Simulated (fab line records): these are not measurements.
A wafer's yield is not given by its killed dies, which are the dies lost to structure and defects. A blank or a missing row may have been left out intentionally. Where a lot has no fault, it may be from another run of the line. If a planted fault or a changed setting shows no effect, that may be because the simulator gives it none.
Which tool was responsible? + flow berkeleyCmos170 + 16 lots with 48 wafers sampled at 6 steps, on a route of 331 steps

## WHAT EACH GAUGE READ, for each wafer
UCB170_GATE_THK_MEAS_05.
| lot  | measured     | on           | GATE_POLY_THK (nm) |
|------|--------------|--------------|--------------------|
| L540 | day 6 12:11  | filmMetro-03 | 211.8 210.4 211.1  |
| L541 | day 6 18:37  | filmMetro-01 | 215.4 216.5 215.6  |
| L542 | day 6 18:41  | filmMetro-03 | 212.0 212.8 213.1  |
| L543 | day 6 18:41  | filmMetro-01 | 215.6 213.4 214.7  |
| L545 | day 7 06:49  | filmMetro-03 | 210.5 212.2 212.4  |
| L547 | day 7 18:53  | filmMetro-02 | 216.2 215.2 213.5  |
| L548 | day 8 05:04  | filmMetro-03 | 217.0 216.8 216.3  |
| L550 | day 8 05:04  | filmMetro-02 | 216.1 215.0 214.8  |
| L549 | day 8 13:20  | filmMetro-03 | 126.4 126.1 128.3  |
| L551 | day 9 02:59  | filmMetro-02 | 131.3 129.2 131.4  |
| L552 | day 9 02:58  | filmMetro-03 | 126.0 127.4 127.1  |
| L553 | day 9 03:02  | filmMetro-02 | 130.4 129.8 132.3  |
| L557 | day 9 21:42  | filmMetro-03 | 212.0 211.2 212.1  |
| L560 | day 10 17:45 | filmMetro-01 | 217.1 214.4 215.7  |
| L561 | day 10 17:44 | filmMetro-03 | 213.7 212.7 215.6  |
| L562 | day 10 17:44 | filmMetro-02 | 215.5 215.3 215.6  |

UCB170_SDANNEAL_RS_MEAS_03: measurement is done with a four-point probe.
| lot  | measured     | on           | NSD_RS (ohm/sq)   |
|------|--------------|--------------|-------------------|
| L540 | day 7 04:13  | filmMetro-04 | 37.26 37.19 37.15 |
| L541 | day 7 11:55  | filmMetro-01 | 37.31 37.33 37.29 |
| L542 | day 7 12:41  | filmMetro-02 | 37.29 37.36 37.36 |
| L543 | day 7 12:29  | filmMetro-01 | 37.26 37.25 37.29 |
| L545 | day 8 00:27  | filmMetro-02 | 37.26 37.41 37.28 |
| L547 | day 8 13:31  | filmMetro-02 | 37.34 37.35 37.45 |
| L548 | day 8 20:37  | filmMetro-04 | 37.16 37.27 37.11 |
| L550 | day 8 20:36  | filmMetro-02 | 37.30 37.29 37.32 |
| L549 | day 9 03:16  | filmMetro-01 | 37.29 37.37 37.45 |
| L551 | day 9 17:40  | filmMetro-02 | 37.33 37.28 37.27 |
| L552 | day 9 19:26  | filmMetro-04 | 37.15 37.20 37.24 |
| L553 | day 9 19:56  | filmMetro-02 | 37.35 37.37 37.34 |
| L557 | day 10 12:04 | filmMetro-02 | 37.38 37.37 37.37 |
| L560 | day 11 09:55 | filmMetro-01 | 37.36 37.39 37.26 |
| L561 | day 11 09:46 | filmMetro-04 | 37.14 37.19 37.24 |
| L562 | day 11 10:16 | filmMetro-04 | 37.19 37.22 37.14 |

UCB170_V2_BOW_MEAS_03.
| lot  | measured     | on           | V2_BOW (um) |
|------|--------------|--------------|-------------|
| L540 | day 7 21:40  | filmMetro-01 | 38 41 37    |
| L541 | day 8 07:36  | filmMetro-03 | 31 38 41    |
| L542 | day 8 07:17  | filmMetro-02 | 48 39 51    |
| L543 | day 8 07:14  | filmMetro-01 | 38 40 46    |
| L545 | day 8 21:39  | filmMetro-01 | 40 43 36    |
| L547 | day 9 09:44  | filmMetro-01 | 32 38 32    |
| L548 | day 9 16:52  | filmMetro-02 | 20 26 29    |
| L550 | day 9 17:23  | filmMetro-01 | 35 32 30    |
| L549 | day 9 20:26  | filmMetro-02 | 40 47 45    |
| L551 | day 10 10:07 | filmMetro-03 | 52 40 51    |
| L552 | day 10 15:59 | filmMetro-01 | 38 42 49    |
| L553 | day 10 16:17 | filmMetro-02 | 41 50 41    |
| L557 | day 11 03:15 | filmMetro-03 | 40 37 33    |
| L560 | day 12 08:08 | filmMetro-01 | 47 41 38    |
| L561 | day 12 07:11 | filmMetro-02 | 32 27 35    |
| L562 | day 12 07:56 | filmMetro-02 | 41 25 29    |

UCB170_M3_CD_MEAS_90 targets a cd of 700 nm.
| lot  | measured     | on       | cdNm (nm)         |
|------|--------------|----------|-------------------|
| L540 | day 8 02:16  | cdSem-01 | 698.0 696.6 695.3 |
| L541 | day 8 12:45  | cdSem-02 | 700.3 699.7 702.3 |
| L542 | day 8 12:31  | cdSem-01 | 700.0 698.1 695.8 |
| L543 | day 8 12:17  | cdSem-02 | 700.3 699.1 696.7 |
| L545 | day 9 02:22  | cdSem-01 | 701.7 702.9 699.7 |
| L547 | day 9 14:22  | cdSem-01 | 700.4 698.9 699.6 |
| L548 | day 9 21:44  | cdSem-01 | 692.4 693.7 695.3 |
| L550 | day 9 22:11  | cdSem-01 | 702.3 701.3 703.3 |
| L549 | day 10 01:49 | cdSem-02 | 700.0 698.3 699.9 |
| L551 | day 10 15:02 | cdSem-02 | 696.2 697.8 697.4 |
| L552 | day 10 21:11 | cdSem-01 | 703.1 703.3 701.2 |
| L553 | day 10 21:30 | cdSem-02 | 700.6 699.4 697.2 |
| L557 | day 11 08:37 | cdSem-02 | 701.9 700.4 698.0 |
| L560 | day 12 13:19 | cdSem-02 | 696.5 697.5 700.7 |
| L561 | day 12 12:28 | cdSem-01 | 696.5 696.8 701.3 |
| L562 | day 12 13:04 | cdSem-01 | 701.3 699.4 699.6 |

## TOOL THAT RAN EACH LOT (tool first, then ch and the chambers of the sampled wafers, then the start)
| lot  | UCB170_GATE_CVD_04          | UCB170_GATE_ETCH_15             |
|------|-----------------------------|---------------------------------|
| L540 | lpcvd-02 ch 1, day 6 10:45  | rieSi-02 ch 0,3, day 6 13:23    |
| L541 | lpcvd-02 ch 1, day 6 17:13  | rieSi-01 ch 2,3, day 6 20:04    |
| L542 | lpcvd-02 ch 0, day 6 17:13  | rieSi-02 ch 0,2,3, day 6 20:32  |
| L543 | lpcvd-02 ch 1, day 6 17:13  | rieSi-01 ch 0,3, day 6 20:20    |
| L545 | lpcvd-02 ch 0, day 7 05:25  | rieSi-01 ch 0,2,3, day 7 08:19  |
| L547 | lpcvd-02 ch 1, day 7 17:29  | rieSi-02 ch 0,3, day 7 20:19    |
| L548 | lpcvd-01 ch 0, day 8 03:40  | rieSi-01 ch 0,1,2, day 8 06:32  |
| L550 | lpcvd-01 ch 1, day 8 03:40  | rieSi-02 ch 1,2,3, day 8 06:19  |
| L549 | lpcvd-01 ch 1, day 8 11:55  | rieSi-02 ch 1,2,3, day 8 14:33  |
| L551 | lpcvd-01 ch 0, day 9 01:33  | rieSi-01 ch 1,2, day 9 04:23    |
| L552 | lpcvd-01 ch 0, day 9 01:33  | rieSi-02 ch 0,1,3, day 9 04:39  |
| L553 | lpcvd-01 ch 0, day 9 01:33  | rieSi-01 ch 0,2,3, day 9 04:40  |
| L557 | lpcvd-02 ch 1, day 9 20:18  | rieSi-02 ch 0,1,3, day 9 23:02  |
| L560 | lpcvd-02 ch 0, day 10 15:38 | rieSi-01 ch 2,3, day 10 19:14   |
| L561 | lpcvd-02 ch 0, day 10 15:38 | rieSi-02 ch 1,2,3, day 10 18:58 |
| L562 | lpcvd-02 ch 1, day 10 15:38 | rieSi-02 ch 1,2,3, day 10 19:27 |
- UCB170_GATE_CVD_04: deposits poly-Si from SiH4, time 1440 s, target thk 214 nm.
- UCB170_GATE_ETCH_15: etches poly-Si in HBr/Cl2, stops on SiO2, time 56.3 s, target depth 278.2 nm.

## AS READ BY THE TOOLS THEMSELVES (means over the sampled wafers that have a number; for cases with no such wafer, the mark the record gives instead)
UCB170_GATE_CVD_04.
| lot  | tool     | pressureMtorr (mTorr) | spikeTcCentreC (C) | spikeTcLoadC (C) | spikeTcSourceC (C) | susceptorTempC (C) |
|------|----------|-----------------------|--------------------|------------------|--------------------|--------------------|
| L540 | lpcvd-02 | 375.1                 | 613.8              | 628.0            | 633.4              | 609.94             |
| L541 | lpcvd-02 | 375.3                 | 612.5              | 627.8            | 634.9              | 610.21             |
| L542 | lpcvd-02 | 375.1                 | 613.4              | 629.6            | 627.9              | 609.39             |
| L543 | lpcvd-02 | 375.1                 | 612.6              | 628.4            | 632.5              | 610.16             |
| L545 | lpcvd-02 | 375.1                 | 611.8              | 629.6            | 627.3              | 610.05             |
| L547 | lpcvd-02 | 374.8                 | 612.3              | 627.0            | 632.7              | 609.92             |
| L548 | lpcvd-01 | 374.6                 | 612.4              | 628.7            | 631.7              | 610.10             |
| L550 | lpcvd-01 | 374.3                 | 613.6              | 633.0            | 630.1              | 610.18             |
| L549 | lpcvd-01 | 374.9                 | 594.0              | 611.4            | 610.6              | 589.44             |
| L551 | lpcvd-01 | 375.3                 | 590.9              | 608.6            | 611.9              | 589.01             |
| L552 | lpcvd-01 | 375.0                 | 590.6              | 609.0            | 610.5              | 589.01             |
| L553 | lpcvd-01 | 375.4                 | 589.8              | 608.3            | 610.8              | 589.40             |
| L557 | lpcvd-02 | 374.4                 | 611.3              | 628.7            | 634.0              | 609.92             |
| L560 | lpcvd-02 | 375.8                 | 611.7              | 629.1            | 626.3              | 610.00             |
| L561 | lpcvd-02 | 374.6                 | 611.7              | 629.1            | 628.3              | 609.69             |
| L562 | lpcvd-02 | 375.6                 | 612.9              | 628.0            | 634.1              | 609.93             |

UCB170_GATE_ETCH_15.
| lot  | tool     | drypumpMotorCurrentA (A) | oesProductAu (a.u.) | throttleValvePct (%) |
|------|----------|--------------------------|---------------------|----------------------|
| L540 | rieSi-02 | 5.8                      | 0.812               | 26.47                |
| L541 | rieSi-01 | 6.0                      | 0.827               | 26.48                |
| L542 | rieSi-02 | 5.7                      | 0.821               | 26.68                |
| L543 | rieSi-01 | 5.8                      | 0.850               | 26.40                |
| L545 | rieSi-01 | 5.9                      | 0.832               | 26.44                |
| L547 | rieSi-02 | 5.8                      | 0.820               | 26.48                |
| L548 | rieSi-01 | 5.6                      | 0.842               | 26.46                |
| L550 | rieSi-02 | 5.5                      | 0.828               | 26.57                |
| L549 | rieSi-02 | 5.5                      | 0.602               | 26.56                |
| L551 | rieSi-01 | 5.7                      | 0.611               | 26.51                |
| L552 | rieSi-02 | 5.6                      | 0.606               | 26.52                |
| L553 | rieSi-01 | 5.9                      | 0.616               | 26.45                |
| L557 | rieSi-02 | 5.6                      | 0.823               | 26.52                |
| L560 | rieSi-01 | 6.2                      | 0.829               | 26.38                |
| L561 | rieSi-02 | 5.5                      | 0.824               | 26.56                |
| L562 | rieSi-02 | 5.6                      | 0.831               | 26.56                |

## THE ANSWER, worked out from the rows above alone
Rule: what is usual is taken from the lots themselves. The widest of any qualifying gaps counts: lots, ordered by their means at a reading, are off when they make up no more than a third of the lots, leave a main group of 4 or more, and stand apart from it by 3 or more times the standard deviation of that group's means. Not used: any main group whose means are identical at the precision the tables above print for the reading. Also off: a lot with no number at a reading for which 4 or more lots have one. The other lots that the step has rows for count as sound. The gauges are gone through in route order, then the tools' own readings, and for those a lot's mean is taken as printed above. The first step at which some lot is off is used, and at that step the reading that is off furthest; a lot without a number counts as furthest.
Off: at UCB170_GATE_THK_MEAS_05 (GATE_POLY_THK), L549, L551, L552, L553. The main group: mean 214.1 nm, standard deviation 1.8.
If a tool, at a process step before that reading, ran all the lots that are off and no sound lot after the first of them, it fits. Not tried: the gauges at UCB170_GATE_THK_MEAS_05; whatever is off there is also off at UCB170_GATE_CVD_04, on other tools, and gauge error can't account for it. One fits: UCB170_GATE_CVD_04 on lpcvd-01. A fault onset in the window from L548 (day 8 03:40, its last sound lot) to L549 (day 8 11:55, its first lot off) fits.
The tool's own readings at UCB170_GATE_CVD_04 bear it out: on the lots that are off they differ by more than 5 times the standard deviation of the sound lots' means. spikeTcCentreC reads 591.3 C there against 612.5 C on the sound lots; spikeTcLoadC reads 609.3 C there against 628.9 C on the sound lots; spikeTcSourceC reads 611.0 C there against 631.1 C on the sound lots; susceptorTempC reads 589.22 C there against 609.96 C on the sound lots.

## WHAT HAD BEEN PUT IN BY THE SIMULATOR
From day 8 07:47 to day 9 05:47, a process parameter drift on lpcvd-01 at UCB170_GATE_CVD_04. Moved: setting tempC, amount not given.
Shown lots that were struck: L549, L552, L551, L553. The same result came from the rule above.
